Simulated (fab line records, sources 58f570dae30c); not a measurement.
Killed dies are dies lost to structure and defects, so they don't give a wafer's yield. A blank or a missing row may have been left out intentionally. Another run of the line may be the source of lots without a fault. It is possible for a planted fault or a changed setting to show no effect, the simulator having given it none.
fab line records -- flow berkeleyCmos170
record: lots: 7, wafers: 21, lastDay: 12
route steps=331 shown SPACER@171 PSD@175 NSD@187 BACKSIDE@199 SDANNEAL@204
lots with no fault: from the same line, run without faults
startH: hours from the record's first day to the start of the lot's first wafer shown -- waitH: time in hours since the lot's previous step -- " repeats the value in the row above -- L1.1+2: a row that stands for several wafers -- - value missing, or start not given -- * or withheld: withheld -- < > ~ a bound
route shown NAME@n: a module of which the file shows steps, and the number in the route of the first -- usual: mean/standard deviation of fault-free wafers -- same: alike in all rows -- chamber/n: place in a boat -- sites: the reading at each site -- _std_site: standard deviation of those values -- _edge_site: inner sites' mean taken away from outer sites' mean -- radiusMm: for every site, how far away it sits from the centre of the wafer -- mask NAME#n: copy n -- behind: the tool/chamber that last shaped the wafer -- hold: reason for holding the lot/hours on hold/outcome of the hold -- device: the transistor (n, p or np) that didn't switch -- end of line: tests run on the same wafers once the route is complete -- a step with no rows: only its recipe -- killed: dies that structure and defects cost at the first sort, which is not the same as the wafer's yield -- map: shows each die of a wafer: x if killed, . if not, _ if none is there
set.NAME: the setting that was run; set.NAME@STEP: the one run at that earlier step -- model.NAME: the simulator's own value behind a step, which no gauge read
lots at some steps of the route; a table a step, a row a wafer
services: from which hour (startH, from the record's first day; less than 0 if before it) a tool's chamber was out of use, for how many hours, and why
== steps ==
step: UCB170_SPACER_CVD_00
recipe: material: SiO2, targetThkNm: 376, tempC: 390, precursor: TEOS/O2, timeS: 47, rfW: 550, pressureMtorr: 9000
usual: heaterPowerW: 246/66
lot.wafer,tool,chamber,startH,waitH,heaterPowerW
L829.2,pecvd-04,2,131.66,0.0,224
L829.4,pecvd-04,1,131.66,0.0,242
L829.5,pecvd-04,0,131.66,0.0,371
L834.2,pecvd-01,0,156.10,0.0,266
L834.5,pecvd-01,2,156.10,0.0,312
L834.6,pecvd-01,0,156.10,0.0,284
L840.1,pecvd-03,2,201.92,0.0,220
L840.5,pecvd-03,0,201.92,0.0,328
L840.6,pecvd-03,1,201.92,0.0,132
L842.1,pecvd-01,0,202.39,0.0,268
L842.3,pecvd-01,2,202.39,0.0,306
L842.5,pecvd-01,0,202.39,0.0,283
L841.1,pecvd-04,1,202.66,0.0,259
L841.3,pecvd-04,0,202.66,0.0,397
L841.5,pecvd-04,0,202.66,0.0,403
L847.2,pecvd-01,1,230.16,0.0,248
L847.4,pecvd-01,0,230.16,0.0,273
L847.6,pecvd-01,2,230.16,0.0,269
L849.1,pecvd-03,1,245.57,0.0,175
L849.3,pecvd-03,0,245.57,0.0,267
L849.6,pecvd-03,2,245.57,0.0,228
step: UCB170_SPACER_THK_MEAS_01
recipe: reads: SiO2_of_SPACER_CVD_00
usual: SPACER_TEOS_THK: 375/5
lot.wafer,tool,chamber,startH,waitH,SPACER_TEOS_THK[nm]
L829.2,filmMetro-02,-,131.71,0.0,377
L829.4,filmMetro-02,-,131.71,0.0,378
L829.5,filmMetro-02,-,131.71,0.0,382
L834.2,filmMetro-02,-,156.15,0.0,377
L834.5,filmMetro-02,-,156.15,0.0,373
L834.6,filmMetro-02,-,156.15,0.0,381
L840.1,filmMetro-02,-,201.96,0.0,375
L840.5,filmMetro-02,-,201.96,0.0,381
L840.6,filmMetro-02,-,201.96,0.0,371
L842.1,filmMetro-03,-,202.43,0.0,371
L842.3,filmMetro-03,-,202.43,0.0,365
L842.5,filmMetro-03,-,202.43,0.0,373
L841.1,filmMetro-02,-,202.71,0.0,366
L841.3,filmMetro-02,-,202.71,0.0,373
L841.5,filmMetro-02,-,202.71,0.0,376
L847.2,filmMetro-04,-,230.21,0.0,370
L847.4,filmMetro-04,-,230.21,0.0,380
L847.6,filmMetro-04,-,230.21,0.0,376
L849.1,filmMetro-02,-,245.61,0.0,376
L849.3,filmMetro-02,-,245.61,0.0,373
L849.6,filmMetro-02,-,245.61,0.0,387
step: UCB170_SPACER_ANNEAL_02
recipe: tempC: 900, timeS: 1800, ambient: N2
step: UCB170_SPACER_ETCHBACK_03
recipe: stopOn: Si, target: SiO2, chemistry: CHF3/CF4/Ar, CHF3_flow_sccm: 50, cf4FlowSccm: 10, Ar_flow_sccm: 120, pressureMtorr: 200, rfW: 500, targetDepthA: 3760, timeS: 100
usual: drypumpMotorCurrentA: 5.6/0.62, oesProductAu: 0.897/0.014, throttleValvePct: 6.44/0.11
lot.wafer,tool,chamber,startH,waitH,drypumpMotorCurrentA,oesProductAu,rfHoursCounterH,throttleValvePct
L829.2,rieDiel-01,3,135.32,0.0,5.2,0.914,13,6.58
L829.4,rieDiel-01,1,135.32,0.0,6.7,0.909,6,6.40
L829.5,rieDiel-01,1,135.32,0.0,6.7,0.913,-,6.38
L834.2,rieDiel-03,3,160.42,0.0,4.8,0.893,73,6.41
L834.5,rieDiel-03,0,160.42,0.0,5.1,0.892,-,6.38
L834.6,rieDiel-03,3,160.42,0.0,4.8,0.900,-,6.41
L840.1,rieDiel-02,2,206.37,0.0,5.8,0.891,36,6.35
L840.5,rieDiel-02,1,206.37,0.0,5.6,0.879,-,6.23
L840.6,rieDiel-02,0,206.37,0.0,5.8,0.906,-,6.36
L841.1,rieDiel-01,2,206.37,0.0,5.3,0.881,76,6.36
L841.3,rieDiel-01,3,206.37,0.0,5.2,0.917,16,6.58
L841.5,rieDiel-01,1,206.37,0.0,6.7,0.915,-,6.38
L842.1,rieDiel-03,1,206.37,0.0,6.0,0.894,1,6.61
L842.3,rieDiel-03,3,206.37,0.0,4.8,0.864,75,6.42
L842.5,rieDiel-03,1,206.37,0.0,6.0,0.891,-,6.63
L847.2,rieDiel-03,1,233.67,0.0,5.9,0.881,1,6.61
L847.4,rieDiel-03,0,233.67,0.0,5.1,0.901,36,6.40
L847.6,rieDiel-03,1,233.67,0.0,6.0,0.896,-,6.61
L849.1,rieDiel-01,2,251.20,0.0,5.3,0.902,78,6.37
L849.3,rieDiel-01,3,251.20,0.0,5.2,0.906,18,6.57
L849.6,rieDiel-01,3,251.20,0.0,5.2,0.940,-,6.59
step: UCB170_PSD_HMDS_00
recipe: primeTimeS: 60, primeTempC: 100
step: UCB170_PSD_COAT_01
recipe: resist: KrF, spinRpm: 1500, resistThkNm: 900
step: UCB170_PSD_SOFTBAKE_02
recipe: resist: KrF, tempC: 130, timeS: 60
step: UCB170_PSD_EXPOSE_03
recipe: maskId: PSELECT_MOD, na: 0.5, sigmaOuter: 0.6, sourceShape: conventional, targetCdNm: 1200, doseMj: 30
step: UCB170_PSD_PEB_04
recipe: pebTempC: 130, pebTimeS: withheld, resist: KrF
step: UCB170_PSD_DEVELOP_05
recipe: developer: TMAH, developTimeS: 45, resist: KrF, devTempC: 21
step: UCB170_PSD_CD_MEAS_06
recipe: targetCdNm: 1200
usual: cdNm: 1200.3/1.4
lot.wafer,tool,chamber,startH,waitH,cdNm
L829.2,cdSem-02,-,137.13,-,1201.3
L829.4,cdSem-02,-,137.13,-,1199.3
L829.5,cdSem-02,-,137.13,-,1199.6
L834.2,cdSem-02,-,161.97,-,1199.3
L834.5,cdSem-02,-,161.97,-,1199.3
L834.6,cdSem-02,-,161.97,-,1198.4
L840.1,cdSem-02,-,207.40,-,1199.8
L840.5,cdSem-02,-,207.40,-,1200.0
L840.6,cdSem-02,-,207.40,-,1198.3
L842.1,cdSem-02,-,207.61,-,1202.6
L842.3,cdSem-02,-,207.61,-,1202.3
L842.5,cdSem-02,-,207.61,-,1202.1
L841.1,cdSem-02,-,207.85,-,1200.7
L841.3,cdSem-02,-,207.85,-,1201.1
L841.5,cdSem-02,-,207.85,-,1200.3
L847.2,cdSem-02,-,234.72,-,1200.9
L847.4,cdSem-02,-,234.72,-,1201.3
L847.6,cdSem-02,-,234.72,-,1202.4
L849.1,cdSem-02,-,252.11,-,1200.8
L849.3,cdSem-02,-,252.11,-,1200.4
L849.6,cdSem-02,-,252.11,-,1200.3
step: UCB170_PSD_OVL_MEAS_07
usual: PSD_OVL: 1/5
lot.wafer,tool,chamber,startH,waitH,PSD_OVL[nm]
L829.2,overlay-01,-,137.23,0.1,-8
L829.4,overlay-01,-,137.23,0.1,-3
L829.5,overlay-01,-,137.23,0.1,-9
L834.2,overlay-01,-,162.08,0.1,7
L834.5,overlay-01,-,162.08,0.1,5
L834.6,overlay-01,-,162.08,0.1,0
L840.1,overlay-02,-,207.52,0.1,7
L840.5,overlay-02,-,207.52,0.1,5
L840.6,overlay-02,-,207.52,0.1,4
L842.1,overlay-02,-,207.73,0.1,9
L842.3,overlay-02,-,207.73,0.1,11
L842.5,overlay-02,-,207.73,0.1,3
L841.1,overlay-02,-,207.97,0.1,-4
L841.3,overlay-02,-,207.97,0.1,3
L841.5,overlay-02,-,207.97,0.1,6
L847.2,overlay-02,-,234.83,0.1,0
L847.4,overlay-02,-,234.83,0.1,-4
L847.6,overlay-02,-,234.83,0.1,-4
L849.1,overlay-02,-,252.23,0.1,4
L849.3,overlay-02,-,252.23,0.1,4
L849.6,overlay-02,-,252.23,0.1,8
step: UCB170_PSD_IMPLANT_08
recipe: species: B, doseCm2: 3e+15, energyKev: 20, tiltDeg: 7
usual: beamEnergyKeV: 20.000/0.0063, beamOnS: 10.05/0.23
lot.wafer,tool,chamber,startH,waitH,beamEnergyKeV,beamOnS
L829.2,implanter-04,0,137.29,0.0,19.993,10.18
L829.4,implanter-04,0,137.29,0.0,20.005,9.83
L829.5,implanter-04,0,137.29,0.0,20.018,9.90
L834.2,implanter-01,0,162.13,0.0,20.011,9.99
L834.5,implanter-01,0,162.13,0.0,19.996,9.86
L834.6,implanter-01,0,162.13,0.0,20.003,9.90
L840.1,implanter-02,-,207.56,0.0,-,-
L840.5,implanter-02,-,207.56,0.0,-,-
L840.6,implanter-02,-,207.56,0.0,-,-
L842.1,implanter-01,-,207.77,0.0,-,-
L842.3,implanter-01,-,207.77,0.0,-,-
L842.5,implanter-01,-,207.77,0.0,-,-
L841.1,implanter-01,-,208.00,0.0,-,-
L841.3,implanter-01,-,208.00,0.0,-,-
L841.5,implanter-01,-,208.00,0.0,-,-
L847.2,implanter-01,0,234.88,0.0,19.995,10.50
L847.4,implanter-01,0,234.88,0.0,19.999,10.07
L847.6,implanter-01,0,234.88,0.0,19.994,10.36
L849.1,implanter-01,0,252.27,0.0,20.000,9.90
L849.3,implanter-01,0,252.27,0.0,20.005,10.09
L849.6,implanter-01,0,252.27,0.0,20.002,9.97
step: UCB170_PSD_STRIP_09
recipe: chemistry: O2, powerW: 400, pressureMtorr: 3500, platenTempC: withheld, o2FlowSccm: 400, overashFraction: 0.5
usual: drypumpMotorCurrentA: 5.56/0.17, oesProductAu: 0.601/0.0042, stripTimeToEndpointS: 29.44/0.077
lot.wafer,tool,chamber,startH,waitH,drypumpMotorCurrentA,oesProductAu,rfHoursCounterH,stripTimeToEndpointS
L829.2,plasmaAsher-01,1,137.41,0.1,5.65,0.602,2,29.50
L829.4,plasmaAsher-01,0,137.41,0.1,5.65,0.597,-,29.39
L829.5,plasmaAsher-01,0,137.41,0.1,5.65,0.601,-,29.38
L834.2,plasmaAsher-01,0,162.26,0.1,5.67,0.601,6,29.56
L834.5,plasmaAsher-01,1,162.26,0.1,5.61,0.592,-,29.52
L834.6,plasmaAsher-01,0,162.26,0.1,5.67,0.606,-,29.48
L840.1,plasmaAsher-03,0,207.71,0.1,5.63,0.737,46,21.61
L840.5,plasmaAsher-03,0,207.71,0.1,5.59,0.732,-,21.61
L840.6,plasmaAsher-03,1,207.71,0.1,5.58,0.737,-,21.72
L842.1,plasmaAsher-01,0,207.92,0.1,5.65,0.737,11,21.67
L842.3,plasmaAsher-01,0,207.92,0.1,5.69,0.743,-,21.75
L842.5,plasmaAsher-01,1,207.92,0.1,5.63,0.734,-,21.74
L841.1,plasmaAsher-03,0,208.15,0.1,5.61,0.734,46,21.58
L841.3,plasmaAsher-03,1,208.15,0.1,5.55,0.731,-,21.63
L841.5,plasmaAsher-03,1,208.15,0.1,5.55,0.726,-,21.67
L847.2,plasmaAsher-02,0,235.01,0.1,5.72,0.597,52,29.51
L847.4,plasmaAsher-02,0,235.01,0.1,5.70,0.600,-,29.32
L847.6,plasmaAsher-02,1,235.01,0.1,5.16,0.594,-,29.35
L849.1,plasmaAsher-02,0,252.42,0.1,5.75,0.607,54,29.35
L849.3,plasmaAsher-02,0,252.42,0.1,5.70,0.597,-,29.46
L849.6,plasmaAsher-02,1,252.42,0.1,5.18,0.605,-,29.42
step: UCB170_PSD_TW_MEAS_10
usual: PSD_TW: 2316/22
lot.wafer,tool,chamber,startH,waitH,PSD_TW
L829.2,filmMetro-01,-,137.52,0.1,2332
L829.4,filmMetro-01,-,137.52,0.1,2323
L829.5,filmMetro-01,-,137.52,0.1,2313
L834.2,filmMetro-03,-,162.37,0.1,2283
L834.5,filmMetro-03,-,162.37,0.1,2299
L834.6,filmMetro-03,-,162.37,0.1,2297
L840.1,filmMetro-04,-,207.81,0.1,30
L840.5,filmMetro-04,-,207.81,0.1,30
L840.6,filmMetro-04,-,207.81,0.1,30
L842.1,filmMetro-01,-,208.02,0.1,30
L842.3,filmMetro-01,-,208.02,0.1,30
L842.5,filmMetro-01,-,208.02,0.1,30
L841.1,filmMetro-04,-,208.25,0.1,30
L841.3,filmMetro-04,-,208.25,0.1,30
L841.5,filmMetro-04,-,208.25,0.1,30
L847.2,filmMetro-03,-,235.12,0.1,2292
L847.4,filmMetro-03,-,235.12,0.1,2294
L847.6,filmMetro-03,-,235.12,0.1,2299
L849.1,filmMetro-03,-,252.52,0.1,2287
L849.3,filmMetro-03,-,252.52,0.1,2284
L849.6,filmMetro-03,-,252.52,0.1,2295
step: UCB170_PSD_CLEAN_11
recipe: chemistry: SPM, tempC: 120, timeS: 600
step: UCB170_NSD_HMDS_00
recipe: primeTimeS: 60, primeTempC: 100
step: UCB170_NSD_COAT_01
recipe: resist: KrF, spinRpm: 1500, resistThkNm: 900
step: UCB170_NSD_SOFTBAKE_02
recipe: resist: KrF, tempC: 130, timeS: 60
step: UCB170_NSD_EXPOSE_03
recipe: maskId: NSELECT_MOD, na: 0.5, sigmaOuter: 0.6, sourceShape: conventional, targetCdNm: 1200, doseMj: 30
step: UCB170_NSD_PEB_04
recipe: pebTempC: 130, pebTimeS: withheld, resist: KrF
step: UCB170_NSD_DEVELOP_05
recipe: developer: TMAH, developTimeS: 45, resist: KrF, devTempC: 21
step: UCB170_NSD_CD_MEAS_06
recipe: targetCdNm: 1200
usual: cdNm: 1199.8/1.6
lot.wafer,tool,chamber,startH,waitH,cdNm
L829.2,cdSem-02,-,139.25,-,1200.5
L829.4,cdSem-02,-,139.25,-,1200.6
L829.5,cdSem-02,-,139.25,-,1200.5
L834.2,cdSem-01,-,163.55,-,1203.2
L834.5,cdSem-01,-,163.55,-,1202.1
L834.6,cdSem-01,-,163.55,-,1203.2
L840.1,cdSem-01,-,209.31,-,1198.0
L840.5,cdSem-01,-,209.31,-,1198.2
L840.6,cdSem-01,-,209.31,-,1199.0
L842.1,cdSem-01,-,209.58,-,1200.5
L842.3,cdSem-01,-,209.58,-,1201.9
L842.5,cdSem-01,-,209.58,-,1202.4
L841.1,cdSem-01,-,210.26,-,1196.9
L841.3,cdSem-01,-,210.26,-,1198.9
L841.5,cdSem-01,-,210.26,-,1197.1
L847.2,cdSem-01,-,237.24,-,1198.5
L847.4,cdSem-01,-,237.24,-,1197.8
L847.6,cdSem-01,-,237.24,-,1198.0
L849.1,cdSem-02,-,253.68,-,1198.8
L849.3,cdSem-02,-,253.68,-,1199.4
L849.6,cdSem-02,-,253.68,-,1200.1
step: UCB170_NSD_OVL_MEAS_07
usual: NSD_OVL: 0/5.3
lot.wafer,tool,chamber,startH,waitH,NSD_OVL[nm]
L829.2,overlay-02,-,139.36,0.1,-3
L829.4,overlay-02,-,139.36,0.1,3
L829.5,overlay-02,-,139.36,0.1,2
L834.2,overlay-02,-,163.66,0.1,-1
L834.5,overlay-02,-,163.66,0.1,1
L834.6,overlay-02,-,163.66,0.1,7
L840.1,overlay-01,-,209.43,0.1,4
L840.5,overlay-01,-,209.43,0.1,0
L840.6,overlay-01,-,209.43,0.1,-3
L842.1,overlay-02,-,209.70,0.1,-3
L842.3,overlay-02,-,209.70,0.1,2
L842.5,overlay-02,-,209.70,0.1,0
L841.1,overlay-02,-,210.38,0.1,3
L841.3,overlay-02,-,210.38,0.1,6
L841.5,overlay-02,-,210.38,0.1,4
L847.2,overlay-01,-,237.34,0.1,-9
L847.4,overlay-01,-,237.34,0.1,-4
L847.6,overlay-01,-,237.34,0.1,-8
L849.1,overlay-01,-,253.80,0.1,5
L849.3,overlay-01,-,253.80,0.1,2
L849.6,overlay-01,-,253.80,0.1,2
step: UCB170_NSD_IMPLANT_08
recipe: species: P, doseCm2: 3e+15, energyKev: 40, tiltDeg: 7
step: UCB170_NSD_STRIP_09
recipe: chemistry: O2, powerW: 400, pressureMtorr: 3500, platenTempC: withheld, o2FlowSccm: 400, overashFraction: 0.5
step: UCB170_NSD_TW_MEAS_10
usual: NSD_TW: 4176/36
lot.wafer,tool,chamber,startH,waitH,NSD_TW
L829.2,filmMetro-04,-,139.65,0.1,4225
L829.4,filmMetro-04,-,139.65,0.1,4218
L829.5,filmMetro-04,-,139.65,0.1,4194
L834.2,filmMetro-03,-,163.95,0.1,4149
L834.5,filmMetro-03,-,163.95,0.1,4149
L834.6,filmMetro-03,-,163.95,0.1,4133
L840.1,filmMetro-04,-,209.71,0.1,4183
L840.5,filmMetro-04,-,209.71,0.1,4222
L840.6,filmMetro-04,-,209.71,0.1,4222
L842.1,filmMetro-03,-,209.99,0.1,4153
L842.3,filmMetro-03,-,209.99,0.1,4146
L842.5,filmMetro-03,-,209.99,0.1,4127
L841.1,filmMetro-01,-,210.67,0.1,4156
L841.3,filmMetro-01,-,210.67,0.1,4192
L841.5,filmMetro-01,-,210.67,0.1,4171
L847.2,filmMetro-04,-,237.63,0.1,4206
L847.4,filmMetro-04,-,237.63,0.1,4223
L847.6,filmMetro-04,-,237.63,0.1,4250
L849.1,filmMetro-01,-,254.08,0.1,4181
L849.3,filmMetro-01,-,254.08,0.1,4165
L849.6,filmMetro-01,-,254.08,0.1,4170
step: UCB170_NSD_CLEAN_11
recipe: chemistry: SPM, tempC: 120, timeS: 600
step: UCB170_BACKSIDE_HMDS_00
recipe: primeTimeS: 60, primeTempC: 100
step: UCB170_BACKSIDE_COAT_01
recipe: resist: KrF, spinRpm: 1500, resistThkNm: 900
step: UCB170_BACKSIDE_SOFTBAKE_02
recipe: resist: KrF, tempC: 130, timeS: 60
step: UCB170_BACKSIDE_STRIP_03
recipe: chemistry: O2, powerW: 400, pressureMtorr: 3500, platenTempC: withheld, o2FlowSccm: 400, overashFraction: 0.5
usual: drypumpMotorCurrentA: 5.7/0.3, oesProductAu: 0.735/0.0045, stripTimeToEndpointS: 22.01/0.06
lot.wafer,tool,chamber,startH,waitH,drypumpMotorCurrentA,oesProductAu,rfHoursCounterH,stripTimeToEndpointS
L829.2,plasmaAsher-04,0,140.55,0.1,5.3,0.735,40,21.95
L829.4,plasmaAsher-04,0,140.55,0.1,5.3,0.738,-,22.09
L829.5,plasmaAsher-04,0,140.55,0.1,5.3,0.736,-,22.04
L834.2,plasmaAsher-04,1,164.63,0.1,6.2,0.734,42,22.02
L834.5,plasmaAsher-04,0,164.63,0.1,5.3,0.734,-,22.03
L834.6,plasmaAsher-04,1,164.63,0.1,6.2,0.734,-,22.08
L840.1,plasmaAsher-03,0,210.48,0.1,5.6,0.733,46,21.98
L840.5,plasmaAsher-03,1,210.48,0.1,5.6,0.744,-,22.04
L840.6,plasmaAsher-03,0,210.48,0.1,5.6,0.741,-,21.99
L842.1,plasmaAsher-03,0,210.92,0.1,5.6,0.734,46,22.00
L842.3,plasmaAsher-03,0,210.92,0.1,5.6,0.742,-,22.03
L842.5,plasmaAsher-03,0,210.92,0.1,5.6,0.736,-,21.95
L841.1,plasmaAsher-01,0,211.55,0.1,5.7,0.741,11,22.02
L841.3,plasmaAsher-01,0,211.55,0.1,5.7,0.725,-,22.10
L841.5,plasmaAsher-01,1,211.55,0.1,5.6,0.738,-,22.02
L847.2,plasmaAsher-03,1,238.31,0.1,5.5,0.732,49,22.05
L847.4,plasmaAsher-03,1,238.31,0.1,5.5,0.738,-,22.08
L847.6,plasmaAsher-03,0,238.31,0.1,5.6,0.737,-,22.03
L849.1,plasmaAsher-04,1,255.03,0.1,6.2,0.732,51,22.04
L849.3,plasmaAsher-04,0,255.03,0.1,5.3,0.733,-,22.04
L849.6,plasmaAsher-04,1,255.03,0.1,6.2,0.732,-,22.02
step: UCB170_BACKSIDE_CLEAN_04
recipe: chemistry: SPM, tempC: 120, timeS: 600
step: UCB170_SDANNEAL_RTA_00
recipe: tempC: 900, timeS: 10, ambient: N2
usual: lampPowerPct: 24.6/0.8, wafer_temp_C_max: 904.4/1.9
lot.wafer,tool,chamber,startH,waitH,lampPowerPct,wafer_temp_C_max
L829.2,rtpAnneal-02,0,140.86,0.0,25.5,901.8
L829.4,rtpAnneal-02,0,140.86,0.0,25.5,902.9
L829.5,rtpAnneal-02,0,140.86,0.0,25.5,902.3
L834.2,rtpAnneal-02,0,164.93,0.0,25.5,903.2
L834.5,rtpAnneal-02,0,164.93,0.0,25.4,902.3
L834.6,rtpAnneal-02,0,164.93,0.0,25.4,902.7
L840.1,rtpAnneal-02,0,210.76,0.0,25.4,902.2
L840.5,rtpAnneal-02,0,210.76,0.0,25.5,901.8
L840.6,rtpAnneal-02,0,210.76,0.0,25.5,902.7
L842.1,rtpAnneal-01,0,211.20,0.0,23.9,907.1
L842.3,rtpAnneal-01,0,211.20,0.0,23.8,905.0
L842.5,rtpAnneal-01,0,211.20,0.0,23.9,904.2
L841.1,rtpAnneal-01,0,211.82,0.0,23.9,905.7
L841.3,rtpAnneal-01,0,211.82,0.0,23.8,906.2
L841.5,rtpAnneal-01,0,211.82,0.0,23.9,906.2
L847.2,rtpAnneal-01,0,238.59,0.0,23.9,904.3
L847.4,rtpAnneal-01,0,238.59,0.0,23.9,906.4
L847.6,rtpAnneal-01,0,238.59,0.0,23.9,905.8
L849.1,rtpAnneal-02,0,255.39,0.0,25.5,902.6
L849.3,rtpAnneal-02,0,255.39,0.0,25.5,901.1
L849.6,rtpAnneal-02,0,255.39,0.0,25.5,902.7
step: UCB170_SDANNEAL_RTA_01
recipe: tempC: 1050, timeS: 5, ambient: N2
usual: lampPowerPct: 38.0/1.2, wafer_temp_C_max: 1054.8/2
lot.wafer,tool,chamber,startH,waitH,lampPowerPct,wafer_temp_C_max
L829.2,rtpAnneal-02,0,140.92,0.1,39.4,1053.4
L829.4,rtpAnneal-02,0,140.92,0.1,39.4,1052.6
L829.5,rtpAnneal-02,0,140.92,0.1,39.3,1052.9
L834.2,rtpAnneal-02,0,164.99,0.1,39.4,1051.9
L834.5,rtpAnneal-02,0,164.99,0.1,39.3,1052.2
L834.6,rtpAnneal-02,0,164.99,0.1,39.3,1052.6
L840.1,rtpAnneal-02,0,210.82,0.1,39.3,1052.9
L840.5,rtpAnneal-02,0,210.82,0.1,39.3,1053.3
L840.6,rtpAnneal-02,0,210.82,0.1,39.3,1051.6
L842.1,rtpAnneal-01,0,211.26,0.1,36.9,1056.2
L842.3,rtpAnneal-01,0,211.26,0.1,36.9,1055.0
L842.5,rtpAnneal-01,0,211.26,0.1,36.9,1056.3
L841.1,rtpAnneal-01,0,211.89,0.1,36.9,1056.5
L841.3,rtpAnneal-01,0,211.89,0.1,36.8,1056.1
L841.5,rtpAnneal-01,0,211.89,0.1,36.9,1055.2
L847.2,rtpAnneal-01,0,238.66,0.1,36.8,1056.5
L847.4,rtpAnneal-01,0,238.66,0.1,36.9,1058.4
L847.6,rtpAnneal-01,0,238.66,0.1,36.9,1057.5
L849.1,rtpAnneal-02,0,255.45,0.1,39.3,1052.8
L849.3,rtpAnneal-02,0,255.45,0.1,39.3,1052.3
L849.6,rtpAnneal-02,0,255.45,0.1,39.3,1052.1
step: UCB170_SDANNEAL_RS_MEAS_02
recipe: thkMeasGauge: four-point-probe
usual: PSD_RS: 75.5/0.31
lot.wafer,tool,chamber,startH,waitH,PSD_RS[ohm/sq]
L829.2,filmMetro-04,-,140.99,0.1,75.9
L829.4,filmMetro-04,-,140.99,0.1,76.2
L829.5,filmMetro-04,-,140.99,0.1,76.2
L834.2,filmMetro-04,-,165.06,0.1,75.8
L834.5,filmMetro-04,-,165.06,0.1,75.5
L834.6,filmMetro-04,-,165.06,0.1,76.0
L840.1,filmMetro-03,-,210.88,0.0,132.8
L840.5,filmMetro-03,-,210.88,0.0,133.0
L840.6,filmMetro-03,-,210.88,0.0,132.9
L842.1,filmMetro-04,-,211.32,0.0,133.0
L842.3,filmMetro-04,-,211.32,0.0,133.0
L842.5,filmMetro-04,-,211.32,0.0,133.0
L841.1,filmMetro-04,-,211.95,0.0,132.8
L841.3,filmMetro-04,-,211.95,0.0,132.9
L841.5,filmMetro-04,-,211.95,0.0,132.8
L847.2,filmMetro-03,-,238.73,0.1,75.3
L847.4,filmMetro-03,-,238.73,0.1,75.3
L847.6,filmMetro-03,-,238.73,0.1,75.5
L849.1,filmMetro-04,-,255.51,0.0,76.1
L849.3,filmMetro-04,-,255.51,0.0,75.7
L849.6,filmMetro-04,-,255.51,0.0,75.6
== services ==
tool,chamber,startH,hours,kind
plasmaAsher-01,-,108.75,9.0,pm
rieDiel-02,0,119.95,15.3,repair
rieDiel-02,2,127.36,4.1,repair
rieDiel-03,0,128.71,12.0,repair
pecvd-01,-,135.50,14.0,pm
pecvd-04,-,136.90,0.9,repair
implanter-04,-,140.37,2.6,repair
plasmaAsher-02,-,143.11,0.6,repair
rieDiel-03,1,165.41,8.2,repair
rieDiel-03,0,167.75,7.6,repair
implanter-02,-,168.29,2.3,repair
rieDiel-02,3,176.94,2.9,repair
plasmaAsher-04,-,188.00,1.8,repair
implanter-02,-,188.80,4.8,pm
implanter-04,-,190.85,27.6,pm
rtpAnneal-02,-,192.33,4.1,pm
rieDiel-02,1,222.92,5.3,repair
pecvd-01,-,225.31,4.3,pm
rieDiel-01,2,228.55,4.9,repair
pecvd-04,-,242.50,14.0,pm
pecvd-01,-,244.35,2.7,repair
pecvd-04,-,245.13,0.6,repair
implanter-04,-,252.21,7.7,repair
rieDiel-03,1,252.99,1.6,repair
== key ==
firstSign: step: UCB170_PSD_IMPLANT_08, reading: toolRecord, direction: missing
effect: step: UCB170_PSD_STRIP_09, reading: stripTimeToEndpointS, direction: down, sigmas: 99+, usual: *, struck: *
effect: step: UCB170_PSD_TW_MEAS_10, reading: PSD_TW, direction: down, sigmas: 99+, usual: 2316, struck: 30
effect: step: UCB170_SDANNEAL_RS_MEAS_02, reading: PSD_RS, direction: up, sigmas: 99+, usual: 75.5, struck: 132.9
metAt UCB170_PSD_IMPLANT_08
struckWafers L840.1,L840.5,L840.6,L841.1,L841.3,L841.5,L842.1,L842.3,L842.5
laterRowsLeftOut L840.1,L840.5,L840.6,L841.1,L841.3,L841.5,L842.1,L842.3,L842.5
sortLeftOut L840.1,L840.5,L840.6,L841.1,L841.3,L841.5,L842.1,L842.3,L842.5
testerLeftOut L840,L841,L842
onsetBetween 162.13 207.56
fault: kind: skippedStepWhole, tool: implanter-01,implanter-02, chamber: -, onsetH: 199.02, steps: UCB170_PSD_IMPLANT_08, scope: struckLotsOnly
testerLeftOut: of these lots the tester's yield and bins aren't shown, on N5 and GAA mostly nor the transistor test; their killed dies are dies lost to structure and defects alone, not to doping, threshold or leakage, so they don't give the yield
sortLeftOut: the simulated sort isn't trusted on such a fault, so these wafers' sort isn't shown, and their yield isn't known
laterRowsLeftOut: the simulator's readings of these wafers behind a module that went badly wrong aren't trusted and aren't shown, but for the sort
